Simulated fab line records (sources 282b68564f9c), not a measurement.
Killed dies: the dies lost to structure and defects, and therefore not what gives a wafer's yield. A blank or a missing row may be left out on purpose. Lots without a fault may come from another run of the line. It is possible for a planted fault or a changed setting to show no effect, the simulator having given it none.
What tool caused it? | flow ritCmos | 14 lots, 42 wafers sampled, at 1 step of a route of 202

WHAT THE GAUGES SHOWED, per wafer
No reading from a measuring or inspecting step in the record can be judged against a usual standard deviation.

WHAT TOOL EACH LOT RAN ON (gives the tool, then ch and the chambers of the sampled wafers, and finally the start)
lot  | RIT_CONTACT_ETCH_11
L853 | rieDiel-01 ch 0,2,3, day 3 06:33
L854 | rieDiel-04 ch 1,3, day 3 10:47
L856 | rieDiel-04 ch 1,2, day 3 18:47
L857 | rieDiel-04 ch 1,2, day 4 01:26
L858 | rieDiel-01 ch 2,3, day 4 06:49
L859 | rieDiel-02 ch 0,1,2, day 4 10:14
L860 | rieDiel-02 ch 0,2, day 4 15:01
L862 | rieDiel-04 ch 0,1,3, day 5 01:46
L864 | rieDiel-01 ch 1,2, day 5 10:41
L868 | rieDiel-04 ch 0,2,3, day 6 07:53
L871 | rieDiel-04 ch 2,3, day 7 03:59
L872 | rieDiel-01 ch 2,3, day 7 08:17
L873 | rieDiel-02 ch 0,1,2, day 7 12:30
L874 | rieDiel-02 ch 0,1,2, day 7 17:35
- RIT_CONTACT_ETCH_11: etches SiO2 in CHF3/CF4/Ar, stops on TiSi2, target depth 480 nm, time 320 s.

AS READ BY THE TOOLS THEMSELVES (means over the sampled wafers that have a number; for cases with no such wafer, the mark the record gives instead)
RIT_CONTACT_ETCH_11.
lot  | tool       | drypumpMotorCurrentA (A) | oesProductAu (a.u.) | rfFwdPowerW (W) | throttleValvePct (%)
L853 | rieDiel-01 | 6.1                      | 0.980               | 199.9           | 8.86
L854 | rieDiel-04 | 5.5                      | 1.003               | 200.3           | 8.97
L856 | rieDiel-04 | 5.9                      | 0.989               | 199.5           | 8.78
L857 | rieDiel-04 | 5.9                      | 0.987               | 199.6           | 8.79
L858 | rieDiel-01 | 5.9                      | 0.996               | 200.3           | 8.74
L859 | rieDiel-02 | 5.7                      | 0.984               | 199.0           | 8.88
L860 | rieDiel-02 | 5.7                      | 0.977               | 199.3           | 8.94
L862 | rieDiel-04 | 5.9                      | 1.004               | 200.1           | 8.89
L864 | rieDiel-01 | 5.7                      | 0.981               | 199.3           | 8.75
L868 | rieDiel-04 | 5.8                      | 0.992               | 199.7           | 8.84
L871 | rieDiel-04 | 5.5                      | 0.995               | 199.8           | 8.91
L872 | rieDiel-01 | 5.8                      | 0.991               | 199.5           | 8.82
L873 | rieDiel-02 | 5.7                      | 0.988               | 199.6           | 8.89
L874 | rieDiel-02 | 5.7                      | 0.984               | 199.4           | 8.89

THE ANSWER, worked out from the rows above alone
Rule: what is usual is taken from the lots themselves. The widest of any qualifying gaps counts: lots, ordered by their means at a reading, are off when they make up no more than a third of the lots, leave a main group of 4 or more, and stand apart from it by 3 or more times the standard deviation of that group's means. If all means in a main group match to the digits the tables above print for the reading, that group is not used. A lot without any number at a reading at which 4 lots or more have one is off too. All remaining lots with rows at the step are treated as sound. After the gauges, taken in route order, come the tools' own readings; for these a lot's mean is taken, as printed above. The first step at which some lot is off is used, and at that step the reading that is off furthest; a lot without a number counts as furthest.
None of the lots is off at any reading shown; this tells nothing.

WHAT THE SIMULATOR HAD INSERTED
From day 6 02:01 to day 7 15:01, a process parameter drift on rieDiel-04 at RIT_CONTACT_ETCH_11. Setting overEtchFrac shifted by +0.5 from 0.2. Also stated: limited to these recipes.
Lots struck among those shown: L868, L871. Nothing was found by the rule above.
